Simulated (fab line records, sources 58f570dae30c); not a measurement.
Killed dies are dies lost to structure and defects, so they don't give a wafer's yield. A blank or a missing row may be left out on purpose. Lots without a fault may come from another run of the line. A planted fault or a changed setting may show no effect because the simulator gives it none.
Problem report in the 8D (eight disciplines) form, filled by code | flow berkeley_cmos170 | the parts of the form that need people (team, actions taken, sign-off) are left out

1. THE PROBLEM
prime_temp_c at UCB170_ZERO_HMDS_00 reads a mean of 105.57 C on 6 wafers of 2 lots; wafers without a fault read 99.98 C with a standard deviation of 0.12. That is +47 standard deviations from the usual mean.
The step: prime time 60 s.
First seen on wafer L153.1, day 4 18:37, on litho_track-01. The record holds 42 wafers of 14 lots with a number at this step. Rule for "out", or "out of limits": more than 4 standard deviations from the usual mean. The other wafers with a number count as sound.

2. WHAT IT IS AND WHAT IT IS NOT
question                    | is                     | is not
which readings at this step | prime_temp_c           | -
which lots                  | L153, L154             | L139, L140, L141, L142, L143, L146, L147, L156, L158, L159, L160, L162
which wafers of those lots  | all that have a number | -
read on which tools         | litho_track-01         | litho_track-03, litho_track-04
when                        | from day 4 18:37       | up to then (21 sound wafers); but 15 sound wafers of L156, L158, L159, L160, L162 came after

3. SUSPECTS, AND WHAT RULES EACH OUT
Counting: a tool at a process step up to the reading stays a suspect if it ran every lot that is out and no sound lot after the first of them.
- litho_track-01 at UCB170_ZERO_HMDS_00 (prime time 60 s): kept. It ran every lot that is out, first L153 (day 4 18:37), and no sound lot after that; its last sound lot up to then is L147 (day 3 12:02). Its own readings are out on those wafers: prime_temp_c.
Left after counting: litho_track-01 at UCB170_ZERO_HMDS_00.

4. THE CAUSE (what the simulator had put in)
Process parameter drift: litho_track-01, from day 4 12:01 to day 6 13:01, at UCB170_ZERO_HMDS_00. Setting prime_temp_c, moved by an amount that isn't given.
Counting left only this tool.

5. THE CHAIN OF EFFECTS, in route order
Each row: a reading whose mean over the struck wafers that have a number lies more than 3 standard deviations from the usual. Only readings for which the record gives a usual standard deviation are gone through. hours: the time from each lot's start at the first step in this table that gives one to its start at this step, as a median over the lots. sigmas: the change in usual standard deviations.
hours | step                | reading      | usual   | on struck wafers | change | sigmas
0     | UCB170_ZERO_HMDS_00 | prime_temp_c | 99.98 C | 105.57           | +5.59  | +47
The process steps in it:
- UCB170_ZERO_HMDS_00: prime time 60 s.
Later measuring or inspecting steps at which every struck wafer that the step has a row for has a number for every such reading, and none has moved that far: UCB170_NWELL_OVL_MEAS_12, UCB170_CONTACT_CD_MEAS_15.

6. WHAT WOULD HAVE CAUGHT IT SOONER
In this record the first reading out of limits was taken at day 4 18:37, 7 hours after the fault began at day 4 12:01.
